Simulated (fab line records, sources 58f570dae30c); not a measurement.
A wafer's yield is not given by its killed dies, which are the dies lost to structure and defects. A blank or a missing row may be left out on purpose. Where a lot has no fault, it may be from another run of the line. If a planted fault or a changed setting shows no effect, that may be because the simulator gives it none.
fab line records	flow berkeleyCmos170
record: lots: 6	wafers: 18	lastDay: 12
route steps=331 shown CONTACT@237 M1@238
lots that met no fault: taken from a fault-free run of the same line
startH: the number of hours between the record's first day and the start of the first shown wafer of the lot	waitH: hours since the lot's step before	" the same as in the row above	L1.1+2: a single row standing in for several wafers	- no value, or no start was given	* or withheld: withheld	< > ~ a bound
route shown NAME@n: a module of which the file shows steps, and the number in the route of the first	usual: mean/standard deviation taken from wafers without a fault	same: alike in all rows	chamber/n: place in a boat	sites: per-site readings	_std_site: the values' standard deviation	_edge_site: mean of outer sites minus mean of inner sites	radiusMm: for every site, how far away it sits from the centre of the wafer	mask NAME#n: copy n	behind: the tool/chamber that last shaped the wafer	hold: what put the lot on hold/how long, in hours/how the hold closed	device: the transistor (n, p or np) that didn't switch	end of line: tests of these same wafers at the route's end	for a step that has no rows: nothing shown but its recipe	killed: not the wafer's yield, but the dies lost to structure and defects at the first sort	map: a wafer's dies, marking killed ones x, the rest . and places with no die _
set.NAME: the run value of the setting; set.NAME@STEP: its run value at that earlier step	model.NAME: the simulator's own value behind a step, which no gauge read
certain route steps with their lots: each step a table, each wafer a row
services: a tool's chamber out of use, with start hour (startH, from the record's first day; less than 0 if before it), hours out, and reason
== steps ==
step: UCB170_CONTACT_CLEAN_20
recipe: chemistry: SPM	tempC: 120	timeS: 600
step: UCB170_M1_SPUTTER_00
recipe: material: Al	targetThkNm: 600	timeS: 80	powerW: 6000	chamberPressurePa: 0.5
usual: throttleValvePct: 29.7/1.1
lot.wafer	tool	chamber	startH	waitH	throttleValvePct
L800.1	pvdSputter-04	-	157.59	0.0	30.5
L800.3	"	-	"	"	32.7
L800.5	"	-	"	"	28.2
L805.2	pvdSputter-04	-	195.63	0.0	28.6
L805.3	"	-	"	"	30.3
L805.5	"	-	"	"	28.9
L808.4	pvdSputter-03	-	203.77	0.0	29.5
L808.5	"	-	"	"	29.3
L808.6	"	-	"	"	29.6
L812.4	pvdSputter-01	-	210.03	0.0	29.3
L812.5	"	-	"	"	29.1
L812.6	"	-	"	"	30.6
L816.1	pvdSputter-04	-	246.35	0.0	32.8
L816.4	"	-	"	"	28.1
L816.5	"	-	"	"	28.2
L819.1	pvdSputter-01	-	256.95	0.0	28.9
L819.5	"	-	"	"	28.5
L819.6	"	-	"	"	30.5
step: UCB170_M1_RS_MEAS_01
recipe: thkMeasGauge: four-point-probe	reads: Al_of_M1_SPUTTER_00
usual: M1_AL_RS: 0.0486/0.00051
lot.wafer	tool	chamber	startH	waitH	M1_AL_RS[ohm/sq]
L800.1	filmMetro-04	-	157.65	0.0	0.0494
L800.3	"	-	"	"	0.0488
L800.5	"	-	"	"	0.0489
L805.2	filmMetro-03	-	195.71	0.1	0.0490
L805.3	"	-	"	"	0.0485
L805.5	"	-	"	"	0.0486
L808.4	filmMetro-03	-	203.89	0.1	0.0483
L808.5	"	-	"	"	0.0495
L808.6	"	-	"	"	0.0488
L812.4	filmMetro-04	-	210.15	0.1	0.0475
L812.5	"	-	"	"	0.0476
L812.6	"	-	"	"	0.0476
L816.1	filmMetro-01	-	246.41	0.0	0.0486
L816.4	"	-	"	"	0.0491
L816.5	"	-	"	"	0.0488
L819.1	filmMetro-04	-	257.01	0.0	0.0494
L819.5	"	-	"	"	0.0489
L819.6	"	-	"	"	0.0492
step: UCB170_M1_THK_MEAS_02
recipe: thkMeasGauge: xrf	reads: Al_of_M1_SPUTTER_00
usual: M1_AL_THK: 600/8.2
lot.wafer	tool	chamber	startH	waitH	M1_AL_THK[nm]
L800.1	filmMetro-04	-	157.77	0.1	593
L800.3	"	-	"	"	600
L800.5	"	-	"	"	597
L805.2	filmMetro-03	-	195.82	0.1	595
L805.3	"	-	"	"	601
L805.5	"	-	"	"	598
L808.4	filmMetro-03	-	203.98	0.1	601
L808.5	"	-	"	"	583
L808.6	"	-	"	"	599
L812.4	filmMetro-04	-	210.24	0.1	621
L812.5	"	-	"	"	611
L812.6	"	-	"	"	617
L816.1	filmMetro-01	-	246.53	0.1	605
L816.4	"	-	"	"	601
L816.5	"	-	"	"	604
L819.1	filmMetro-04	-	257.13	0.1	591
L819.5	"	-	"	"	598
L819.6	"	-	"	"	595
step: UCB170_M1_COAT_03
recipe: resist: BARC	tempC: withheld	timeS: withheld	spinRpm: 3000	resistThkNm: withheld
step: UCB170_M1_COAT_04
recipe: resist: KrF	spinRpm: 1500	resistThkNm: 900
step: UCB170_M1_SOFTBAKE_05
recipe: resist: KrF	tempC: 130	timeS: 60
step: UCB170_M1_EXPOSE_06
recipe: maskId: METAL1	targetCdNm: 700	na: 0.5	sigmaOuter: 0.6	sourceShape: conventional	doseMj: 21
step: UCB170_M1_PEB_07
recipe: pebTempC: 130	pebTimeS: withheld	resist: KrF
step: UCB170_M1_DEVELOP_08
recipe: developer: TMAH	developTimeS: 45	resist: KrF	devTempC: 21
step: UCB170_M1_CD_MEAS_09
recipe: targetCdNm: 700
usual: cdNm: 699.6/1.3
lot.wafer	tool	chamber	startH	waitH	cdNm
L800.1	cdSem-02	-	159.47	-	699.7
L800.3	"	-	"	"	700.7
L800.5	"	-	"	"	698.5
L805.2	cdSem-01	-	196.89	-	700.4
L805.3	"	-	"	"	700.1
L805.5	"	-	"	"	698.8
L808.4	cdSem-01	-	205.44	-	696.9
L808.5	"	-	"	"	698.0
L808.6	"	-	"	"	697.5
L812.4	cdSem-02	-	212.01	-	699.6
L812.5	"	-	"	"	699.7
L812.6	"	-	"	"	698.8
L816.1	cdSem-02	-	247.89	-	700.6
L816.4	"	-	"	"	699.9
L816.5	"	-	"	"	699.6
L819.1	cdSem-02	-	258.11	-	701.2
L819.5	"	-	"	"	700.9
L819.6	"	-	"	"	700.7
step: UCB170_M1_OVL_MEAS_10
usual: M1_OVL: 3/5
lot.wafer	tool	chamber	startH	waitH	M1_OVL[nm]
L800.1	overlay-02	-	159.59	0.1	3
L800.3	"	-	"	"	-3
L800.5	"	-	"	"	4
L805.2	overlay-02	-	196.99	0.1	0
L805.3	"	-	"	"	-5
L805.5	"	-	"	"	-3
L808.4	overlay-02	-	205.52	0.1	4
L808.5	"	-	"	"	10
L808.6	"	-	"	"	8
L812.4	overlay-01	-	212.09	0.1	4
L812.5	"	-	"	"	11
L812.6	"	-	"	"	5
L816.1	overlay-02	-	248.01	0.1	-2
L816.4	"	-	"	"	10
L816.5	"	-	"	"	2
L819.1	overlay-01	-	258.23	0.1	5
L819.5	"	-	"	"	5
L819.6	"	-	"	"	8
step: UCB170_M1_ETCH_11
recipe: chemistry: N2/H2	targetDepthA: withheld	overetchA: withheld	target: BARC	timeS: withheld	sourceW: 500	biasW: 100	pressureMtorr: 30	n2FlowSccm: 100	h2FlowSccm: 200
usual: biasW: 100.01/0.29	chamberPressureMTorr: 30.003/0.029	drypumpMotorCurrentA: 5.7/0.49	oesProductAu: 1.008/0.018	throttleValvePct: 13.31/0.19
lot.wafer	tool	chamber	startH	waitH	biasW	chamberPressureMTorr	drypumpMotorCurrentA	oesProductAu	throttleValvePct
L800.1	rieDiel-04	2	159.62	0.0	100.06	30.003	4.7	0.986	13.19
L800.3	"	1	"	"	100.18	29.971	5.8	0.990	13.03
L800.5	"	0	"	"	100.11	30.050	6.4	1.031	13.49
L805.2	rieDiel-04	0	197.02	0.0	100.30	29.983	6.4	1.035	13.50
L805.3	"	2	"	"	100.01	29.981	4.7	0.997	13.19
L805.5	"	3	"	"	100.20	30.014	5.9	1.005	13.25
L808.4	rieDiel-04	2	205.54	0.0	-	-	-	-	-
L808.5	"	3	"	"	-	-	-	-	-
L808.6	"	2	"	"	-	-	-	-	-
L812.4	rieDiel-01	2	212.13	0.0	-	-	-	-	-
L812.5	"	3	"	"	-	-	-	-	-
L812.6	"	1	"	"	-	-	-	-	-
L816.1	rieDiel-04	1	248.04	0.0	99.73	30.036	5.8	0.987	13.03
L816.4	"	2	"	"	100.25	29.987	4.7	0.995	13.20
L816.5	"	2	"	"	100.18	30.043	4.7	0.989	13.19
L819.1	rieDiel-02	3	258.27	0.0	99.82	30.028	5.9	1.000	13.39
L819.5	"	0	"	"	100.19	30.016	5.4	1.044	13.38
L819.6	"	1	"	"	99.97	30.027	5.4	1.010	13.54
step: UCB170_M1_METAL_ETCH_12
recipe: chemistry: Cl2/BCl3	target: Al	stopOn: PSG	pressureMtorr: 12	targetDepthA: 7800	overEtchFrac: 0.3	timeS: 130	icpW: 600	biasW: 120	Cl2_flow_sccm: 90	bcl3FlowSccm: 45
usual: bcl3FlowSccm: 44.99/0.13	biasW: 120.0/0.34	drypumpMotorCurrentA: 5.8/0.51	oesProductAu: 0.852/0.013	throttleValvePct: 24.40/0.068
lot.wafer	tool	chamber	startH	waitH	bcl3FlowSccm	biasW	drypumpMotorCurrentA	oesProductAu	rfHoursCounterH	throttleValvePct
L800.1	rieMetal-04	0	159.66	-	45.00	120.2	5.8	0.864	1.5	24.34
L800.3	"	1	"	"	44.80	120.4	5.5	0.836	-	24.45
L800.5	"	1	"	"	45.00	119.9	5.5	0.840	-	24.44
L805.2	rieMetal-03	0	197.06	-	45.01	119.8	6.4	0.843	2.2	24.50
L805.3	"	1	"	"	45.21	119.4	5.1	0.866	-	24.32
L805.5	"	0	"	"	45.16	119.9	6.4	0.849	-	24.49
L808.4	rieMetal-03	0	205.63	-	45.11	120.6	6.4	0.366	-	24.72
L808.5	"	0	"	"	44.93	120.2	6.4	0.366	-	24.73
L808.6	"	1	"	"	44.89	119.6	5.1	0.374	-	24.56
L812.4	rieMetal-03	0	212.19	-	45.09	120.0	6.4	0.364	-	24.74
L812.5	"	0	"	"	44.98	120.5	6.4	0.369	-	24.72
L812.6	"	1	"	"	44.98	120.0	5.1	0.379	-	24.56
L816.1	rieMetal-04	0	248.09	-	44.84	120.1	5.8	0.870	3.8	24.33
L816.4	"	1	"	"	45.07	120.3	5.5	0.837	-	24.46
L816.5	"	1	"	"	45.04	119.9	5.5	0.851	-	24.43
L819.1	rieMetal-04	1	258.31	-	44.98	120.3	5.5	0.843	5.1	24.44
L819.5	"	0	"	"	45.16	119.7	5.8	0.868	-	24.34
L819.6	"	1	"	"	45.08	120.3	5.5	0.840	-	24.45
step: UCB170_M1_STRIP_13
recipe: chemistry: O2	powerW: 400	pressureMtorr: 3500	platenTempC: withheld	o2FlowSccm: 400	overashFraction: 0.5
usual: drypumpMotorCurrentA: 5.6/0.39	oesProductAu: 0.720/0.0046
lot.wafer	tool	chamber	startH	waitH	drypumpMotorCurrentA	oesProductAu	rfHoursCounterH
L800.1	plasmaAsher-01	0	159.80	0.1	5.5	0.721	4
L800.3	"	1	"	"	5.2	0.721	-
L800.5	"	0	"	"	5.4	0.726	-
L805.2	plasmaAsher-01	1	197.20	0.1	5.2	0.720	8
L805.3	"	0	"	"	5.5	0.722	-
L805.5	"	0	"	"	5.5	0.722	-
L808.4	plasmaAsher-04	0	205.75	0.1	5.4	0.724	-
L808.5	"	0	"	"	5.3	0.726	-
L808.6	"	1	"	"	5.5	0.717	-
L812.4	plasmaAsher-01	0	212.32	0.1	5.5	0.729	-
L812.5	"	0	"	"	5.5	0.719	-
L812.6	"	1	"	"	5.2	0.728	-
L816.1	plasmaAsher-01	1	248.22	0.1	5.2	0.726	13
L816.4	"	1	"	"	5.2	0.716	-
L816.5	"	0	"	"	5.5	0.723	-
L819.1	plasmaAsher-01	1	258.45	0.1	5.2	0.719	14
L819.5	"	0	"	"	5.4	0.717	-
L819.6	"	1	"	"	5.2	0.718	-
step: UCB170_M1_CD_MEAS_90
recipe: targetCdNm: 700
usual: cdNm: 701.1/2.1
lot.wafer	tool	chamber	startH	waitH	cdNm
L800.1	cdSem-02	-	159.90	0.1	702.1
L800.3	"	-	"	"	701.6
L800.5	"	-	"	"	698.6
L805.2	cdSem-02	-	197.32	0.1	706.1
L805.3	"	-	"	"	701.0
L805.5	"	-	"	"	701.3
L808.4	cdSem-01	-	205.88	0.1	-
L808.5	"	-	"	"	-
L808.6	"	-	"	"	-
L812.4	cdSem-01	-	212.44	0.1	-
L812.5	"	-	"	"	-
L812.6	"	-	"	"	-
L816.1	cdSem-02	-	248.32	0.1	702.3
L816.4	"	-	"	"	699.7
L816.5	"	-	"	"	700.1
L819.1	cdSem-02	-	258.55	0.1	702.8
L819.5	"	-	"	"	703.8
L819.6	"	-	"	"	702.6
step: UCB170_M1_ANNEAL_14
recipe: tempC: 400	timeS: 1200	ambient: formingGas
== services ==
tool	chamber	startH	hours	kind
rieDiel-04	2	142.40	5.3	repair
rieDiel-02	0	145.42	-	clean
rieDiel-02	0	145.42	21.6	scheduledDown
rieDiel-02	0	145.42	21.6	ventCycle
rieDiel-01	1	146.10	6.0	repair
rieDiel-04	-	149.81	0.8	repair
rieMetal-03	1	154.25	5.5	repair
rieDiel-01	2	157.88	-	clean
rieDiel-01	2	157.88	29.1	scheduledDown
rieDiel-01	2	157.88	29.1	ventCycle
plasmaAsher-01	-	160.74	2.9	repair
rieMetal-04	1	182.24	6.2	repair
plasmaAsher-01	-	182.52	1.3	repair
rieDiel-02	1	184.23	4.2	repair
rieDiel-01	0	202.50	2.2	repair
rieDiel-01	0	204.67	-	clean
rieDiel-01	0	204.67	28.1	scheduledDown
rieDiel-01	0	204.67	28.1	ventCycle
rieDiel-04	2	223.90	8.4	repair
pvdSputter-01	-	230.34	1.6	repair
rieMetal-03	-	235.01	0.4	repair
rieMetal-03	-	241.07	0.5	repair
pvdSputter-03	-	243.28	1.0	repair
plasmaAsher-04	-	246.77	4.5	repair
== key ==
firstSign: step: UCB170_M1_ETCH_11	reading: toolRecord	direction: missing
effect: step: UCB170_M1_METAL_ETCH_12	reading: oesProductAu	direction: down	sigmas: 37	usual: 0.852	struck: 0.370
effect: step: UCB170_M1_CD_MEAS_90	reading: cdNm	direction: missing
metAt UCB170_M1_ETCH_11
struckWafers L808.4,L808.5,L808.6,L812.4,L812.5,L812.6
laterRowsLeftOut L808.4,L808.5,L808.6,L812.4,L812.5,L812.6
sortLeftOut L808.4,L808.5,L808.6,L812.4,L812.5,L812.6
onsetBetween 197.02 205.54
fault: kind: skippedStepWhole	tool: rieDiel-01,rieDiel-04	chamber: -	onsetH: 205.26	steps: UCB170_M1_ETCH_11	scope: struckLotsOnly
sortLeftOut: the simulated sort isn't trusted on such a fault, so these wafers' sort isn't shown, and their yield isn't known
laterRowsLeftOut: the simulator's readings of these wafers behind a module that went badly wrong aren't trusted and aren't shown, but for the sort
